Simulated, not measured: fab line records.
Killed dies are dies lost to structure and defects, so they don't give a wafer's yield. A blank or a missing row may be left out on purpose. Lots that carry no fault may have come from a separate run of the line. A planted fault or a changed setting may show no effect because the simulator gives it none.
fab line records -- flow berkeley_cmos170 -- part 2 of 2: steps 34 to 46 of 46
record: lots: 5, wafers: 15, last_day: 12
route steps=331 shown PWELL@54 WELLDRIVE@55 ACTIVE@60 PFIELD@79 FIELD@89 SACOX@97
lots untouched by any fault: they come from a run of this same line in which no faults occurred
start_h: hours from the record's opening day to when the first of the lot's shown wafers began -- wait_h: hours elapsed since this lot's preceding step -- " identical to the entry in the row above -- L1.1+2: a row that stands for several wafers -- - either no value or no given start -- * or withheld: withheld -- < > ~ a bound
route shown NAME@n: a module of which the file shows steps, and the number in the route of the first -- usual: mean and standard deviation over wafers with no fault -- same: alike in all rows -- chamber/n: place in a boat -- sites: per-site readings -- _std_site: how widely they spread, as a standard deviation -- _edge_site: mean of outer sites minus mean of inner sites -- radius_mm: for every site, how far away it sits from the centre of the wafer -- mask NAME#n: copy n -- behind: tool/chamber where the wafer was last shaped -- hold: the reason the lot was held/the length of the hold in hours/how it ended -- device: names the non-switching transistor (n, p or np) -- end of line: tests run on the same wafers once the route is complete -- a step with no rows: only its recipe -- killed: at the first sort, the dies lost to defects and structure; wafer yield is something else -- map: shows each die of a wafer: x if killed, . if not, _ if none is there
set.NAME: setting as actually run; set.NAME@STEP: the setting as run at that earlier step -- model.NAME: the simulator's own value behind a step, which no gauge read
a table for each step, a row for each wafer; lots at some steps of the route
services: from which hour (start_h, from the record's first day; less than 0 if before it) a tool's chamber was out of use, for how many hours, and why
== steps ==
step: UCB170_PFIELD_STRIP_08
recipe: chemistry: O2, power_w: 400, pressure_mtorr: 3500, platen_temp_c: withheld, o2_flow_sccm: 400, overash_fraction: 0.5
usual: drypump_motor_current_A: 5.6/0.37, oes_product_au: 0.734/0.0045, strip_time_to_endpoint_s: 21.67/0.045
same: overash_fraction: 0.5
lot.wafer,tool,chamber,start_h,wait_h,drypump_motor_current_A,oes_product_au,rf_hours_counter_h,strip_time_to_endpoint_s
L075.3,plasma_asher-01,0,100.09,0.1,5.2,0.740,-,21.72
L075.4,plasma_asher-01,1,100.09,0.1,5.7,0.729,-,21.70
L075.6,plasma_asher-01,0,100.09,0.1,5.2,0.739,-,21.62
L074.1,plasma_asher-02,0,100.35,0.1,5.4,0.740,37,21.76
L074.3,plasma_asher-02,0,100.35,0.1,5.4,0.724,-,21.68
L074.4,plasma_asher-02,1,100.35,0.1,5.8,0.729,-,21.77
L078.1,plasma_asher-01,1,115.70,0.1,5.7,0.730,39,21.70
L078.2,plasma_asher-01,0,115.70,0.1,5.2,0.739,39,21.76
L078.6,plasma_asher-01,0,115.70,0.1,5.2,0.737,-,21.70
L079.1,plasma_asher-01,0,130.39,0.1,5.1,0.735,41,21.65
L079.5,plasma_asher-01,0,130.39,0.1,5.2,0.732,-,21.71
L079.6,plasma_asher-01,1,130.39,0.1,5.7,0.731,-,21.60
L096.1,plasma_asher-02,1,198.96,0.1,5.8,0.740,48,21.72
L096.3,plasma_asher-02,0,198.96,0.1,5.4,0.732,-,21.75
L096.5,plasma_asher-02,0,198.96,0.1,5.4,0.738,-,21.71
step: UCB170_PFIELD_TW_MEAS_09
usual: PFIELD_TW: 597/3.5
lot.wafer,tool,chamber,start_h,wait_h,PFIELD_TW
L075.3,film_metro-01,-,100.18,0.1,595
L075.4,film_metro-01,-,100.18,0.1,597
L075.6,film_metro-01,-,100.18,0.1,597
L074.1,film_metro-03,-,100.45,0.1,594
L074.3,film_metro-03,-,100.45,0.1,593
L074.4,film_metro-03,-,100.45,0.1,592
L078.1,film_metro-04,-,115.80,0.1,600
L078.2,film_metro-04,-,115.80,0.1,602
L078.6,film_metro-04,-,115.80,0.1,600
L079.1,film_metro-03,-,130.49,0.1,599
L079.5,film_metro-03,-,130.49,0.1,597
L079.6,film_metro-03,-,130.49,0.1,595
L096.1,film_metro-04,-,199.06,0.1,599
L096.3,film_metro-04,-,199.06,0.1,601
L096.5,film_metro-04,-,199.06,0.1,599
step: UCB170_FIELD_CLEAN_00
recipe: chemistry: dHF, dilution: 25:1, time_s: 7.5
lot.wafer,tool,chamber,start_h,wait_h
L075.3+4+6,wet_bench-02,2,100.23,0.0
L074.1+3+4,wet_bench-02,0,100.61,0.2
L078.1+2+6,wet_bench-03,2,115.86,0.1
L079.1+5+6,wet_bench-02,0,130.55,0.1
L096.1+3+5,wet_bench-03,1,199.12,0.1
step: UCB170_FIELD_OXIDATION_01
recipe: temp_c: 1000, ambient: H2O, p_h2o_torr: 584.62, target_thk_a: 5583, ox_time_s: 7200
lot.wafer,tool,chamber,start_h,wait_h
L074.1+3+4,furnace-04,0,105.72,5.1
L075.3+4+6,furnace-04,0,105.72,5.5
L078.1+2+6,furnace-04,0,119.76,3.9
L079.1+5+6,furnace-02,0,134.74,4.2
L096.1+3+5,furnace-01,0,203.85,4.7
step: UCB170_FIELD_THK_MEAS_02
recipe: reads: SiO2_of_FIELD_OXIDATION_01
usual: FIELD_OXIDE_THK: 557/11
lot.wafer,tool,chamber,start_h,wait_h,FIELD_OXIDE_THK[nm]
L075.3,film_metro-03,-,108.74,0.0,557
L075.4,film_metro-03,-,108.74,0.0,565
L075.6,film_metro-03,-,108.74,0.0,550
L074.1,film_metro-04,-,108.78,0.1,543
L074.3,film_metro-04,-,108.78,0.1,546
L074.4,film_metro-04,-,108.78,0.1,551
L078.1,film_metro-03,-,122.76,0.0,550
L078.2,film_metro-03,-,122.76,0.0,566
L078.6,film_metro-03,-,122.76,0.0,547
L079.1,film_metro-03,-,137.74,0.0,569
L079.5,film_metro-03,-,137.74,0.0,563
L079.6,film_metro-03,-,137.74,0.0,564
L096.1,film_metro-04,-,206.93,0.1,570
L096.3,film_metro-04,-,206.93,0.1,561
L096.5,film_metro-04,-,206.93,0.1,564
step: UCB170_FIELD_ANNEAL_03
recipe: temp_c: 1000, time_s: 1200, ambient: N2
lot.wafer,tool,chamber,start_h,wait_h
L074.1+3+4,furnace-04,0,115.57,6.8
L075.3+4+6,furnace-04,0,115.57,6.8
L078.1+2+6,furnace-04,0,127.02,4.3
L079.1+5+6,furnace-01,0,140.18,2.4
L096.1+3+5,furnace-01,0,209.35,2.4
step: UCB170_FIELD_WET_ETCH_04
recipe: chemistry: dHF, dilution: 10:1, target: SiO2, temp_c: 25, time_s: 60
usual: temp_c: 24.99/0.11
lot.wafer,tool,chamber,start_h,wait_h,temp_c
L074.1,wet_bench-03,3,117.01,0.1,25.19
L074.3,wet_bench-03,3,117.01,0.1,24.98
L074.4,wet_bench-03,3,117.01,0.1,24.97
L075.3,wet_bench-03,1,117.01,0.1,24.98
L075.4,wet_bench-03,1,117.01,0.1,24.91
L075.6,wet_bench-03,1,117.01,0.1,24.89
L078.1,wet_bench-02,3,128.36,0.0,25.00
L078.2,wet_bench-02,3,128.36,0.0,24.90
L078.6,wet_bench-02,3,128.36,0.0,24.85
L079.1,wet_bench-03,1,141.51,0.0,25.01
L079.5,wet_bench-03,1,141.51,0.0,25.16
L079.6,wet_bench-03,1,141.51,0.0,25.01
L096.1,wet_bench-03,2,210.68,0.0,25.18
L096.3,wet_bench-03,2,210.68,0.0,25.11
L096.5,wet_bench-03,2,210.68,0.0,25.00
step: UCB170_FIELD_WET_ETCH_05
recipe: chemistry: H3PO4, target: Si3N4, temp_c: 160, time_s: 12600
usual: temp_c: 160.01/0.17
lot.wafer,tool,chamber,start_h,wait_h,temp_c
L074.1,wet_bench-03,0,117.04,0.0,159.88
L074.3,wet_bench-03,0,117.04,0.0,159.75
L074.4,wet_bench-03,0,117.04,0.0,159.88
L075.3,wet_bench-03,2,117.04,0.0,160.19
L075.4,wet_bench-03,2,117.04,0.0,160.13
L075.6,wet_bench-03,2,117.04,0.0,160.09
L078.1,wet_bench-04,3,128.38,0.0,159.66
L078.2,wet_bench-04,3,128.38,0.0,159.84
L078.6,wet_bench-04,3,128.38,0.0,159.90
L079.1,wet_bench-03,3,141.54,0.0,160.27
L079.5,wet_bench-03,3,141.54,0.0,159.90
L079.6,wet_bench-03,3,141.54,0.0,160.09
L096.1,wet_bench-03,2,210.73,0.0,159.83
L096.3,wet_bench-03,2,210.73,0.0,160.07
L096.5,wet_bench-03,2,210.73,0.0,159.76
step: UCB170_FIELD_WET_ETCH_06
recipe: chemistry: BOE, dilution: 5:1, target: SiO2, temp_c: 25, time_s: 22
usual: temp_c: 25.00/0.099
lot.wafer,tool,chamber,start_h,wait_h,temp_c
L074.1,wet_bench-03,3,120.90,0.3,25.04
L074.3,wet_bench-03,3,120.90,0.3,24.89
L074.4,wet_bench-03,3,120.90,0.3,24.96
L075.3,wet_bench-03,3,120.90,0.3,24.98
L075.4,wet_bench-03,3,120.90,0.3,25.10
L075.6,wet_bench-03,3,120.90,0.3,24.98
L078.1,wet_bench-04,3,132.21,0.0,25.11
L078.2,wet_bench-04,3,132.21,0.0,25.11
L078.6,wet_bench-04,3,132.21,0.0,25.20
L079.1,wet_bench-03,3,145.23,0.2,24.99
L079.5,wet_bench-03,3,145.23,0.2,24.86
L079.6,wet_bench-03,3,145.23,0.2,25.13
L096.1,wet_bench-03,0,214.24,0.0,25.04
L096.3,wet_bench-03,0,214.24,0.0,25.10
L096.5,wet_bench-03,0,214.24,0.0,25.12
step: UCB170_FIELD_THK_MEAS_90
recipe: reads: SiO2_of_FIELD_OXIDATION_01
usual: FIELD_OXIDE_LEFT_1_THK: 440/11
lot.wafer,tool,chamber,start_h,wait_h,FIELD_OXIDE_LEFT_1_THK[nm]
L074.1,film_metro-03,-,120.91,0.0,424
L074.3,film_metro-03,-,120.91,0.0,428
L074.4,film_metro-03,-,120.91,0.0,432
L075.3,film_metro-02,-,120.93,0.0,440
L075.4,film_metro-02,-,120.93,0.0,448
L075.6,film_metro-02,-,120.93,0.0,435
L078.1,film_metro-03,-,132.24,0.0,432
L078.2,film_metro-03,-,132.24,0.0,447
L078.6,film_metro-03,-,132.24,0.0,429
L079.1,film_metro-03,-,145.24,0.0,450
L079.5,film_metro-03,-,145.24,0.0,444
L079.6,film_metro-03,-,145.24,0.0,446
L096.1,film_metro-03,-,214.25,0.0,452
L096.3,film_metro-03,-,214.25,0.0,444
L096.5,film_metro-03,-,214.25,0.0,446
step: UCB170_SACOX_CLEAN_00
recipe: chemistry: dHF, dilution: 25:1, time_s: 7.5
lot.wafer,tool,chamber,start_h,wait_h
L074.1+3+4,wet_bench-03,2,120.97,0.1
L075.3+4+6,wet_bench-03,2,120.97,0.0
L078.1+2+6,wet_bench-04,2,132.30,0.1
L079.1+5+6,wet_bench-03,2,145.30,0.1
L096.1+3+5,wet_bench-01,1,214.31,0.1
step: UCB170_SACOX_OXIDATION_01
recipe: temp_c: 900, ambient: O2, target_thk_a: 144, ox_time_s: 2400
lot.wafer,tool,chamber,start_h,wait_h
L074.1+3+4,furnace-04,0,125.36,4.4
L075.3+4+6,furnace-04,0,125.36,4.4
L078.1+2+6,furnace-04,0,135.96,3.6
L079.1+5+6,furnace-01,0,148.51,3.2
L096.1+3+5,furnace-01,0,218.15,3.8
step: UCB170_SACOX_THK_MEAS_02
recipe: reads: SiO2_of_SACOX_OXIDATION_01
usual: SACOX_OXIDE_THK: 14.42/0.25
lot.wafer,tool,chamber,start_h,wait_h,SACOX_OXIDE_THK[nm]
L074.1,film_metro-01,-,127.02,0.0,14.34
L074.3,film_metro-01,-,127.02,0.0,14.32
L074.4,film_metro-01,-,127.02,0.0,14.22
L075.3,film_metro-03,-,127.04,0.0,14.12
L075.4,film_metro-03,-,127.04,0.0,14.06
L075.6,film_metro-03,-,127.04,0.0,14.22
L078.1,film_metro-01,-,137.62,0.0,14.36
L078.2,film_metro-01,-,137.62,0.0,14.38
L078.6,film_metro-01,-,137.62,0.0,14.54
L079.1,film_metro-01,-,150.18,0.0,14.25
L079.5,film_metro-01,-,150.18,0.0,14.12
L079.6,film_metro-01,-,150.18,0.0,14.20
L096.1,film_metro-01,-,219.88,0.1,14.24
L096.3,film_metro-01,-,219.88,0.1,14.07
L096.5,film_metro-01,-,219.88,0.1,14.10
== services ==
tool,chamber,start_h,hours,kind
implanter-03,-,46.75,4.5,repair
krf_scanner-01,-,48.51,0.8,repair
implanter-01,-,53.63,4.4,pm
wet_bench-03,-,56.55,58.7,pm
rie_diel-04,-,66.18,0.3,repair
implanter-03,-,76.02,3.9,repair
furnace-04,-,82.30,4.0,pm
krf_scanner-01,-,92.25,0.8,pm
krf_scanner-01,-,94.57,2.4,repair
krf_scanner-02,-,107.72,0.8,pm
wet_bench-03,-,128.68,2.1,repair
rie_diel-04,0,136.11,4.1,repair
krf_scanner-01,-,166.68,1.0,pm
furnace-04,-,169.52,3.4,pm
rie_diel-04,-,178.08,0.2,repair
plasma_asher-02,-,180.96,2.3,repair
furnace-01,-,185.34,3.7,pm
krf_scanner-02,-,185.41,1.3,pm
furnace-02,-,198.72,4.0,pm
plasma_asher-02,-,200.59,14.6,pm
wet_bench-02,-,202.20,0.5,repair
krf_scanner-02,-,210.46,1.0,pm
krf_scanner-01,-,211.75,1.3,pm
plasma_asher-02,-,215.19,15.6,pm
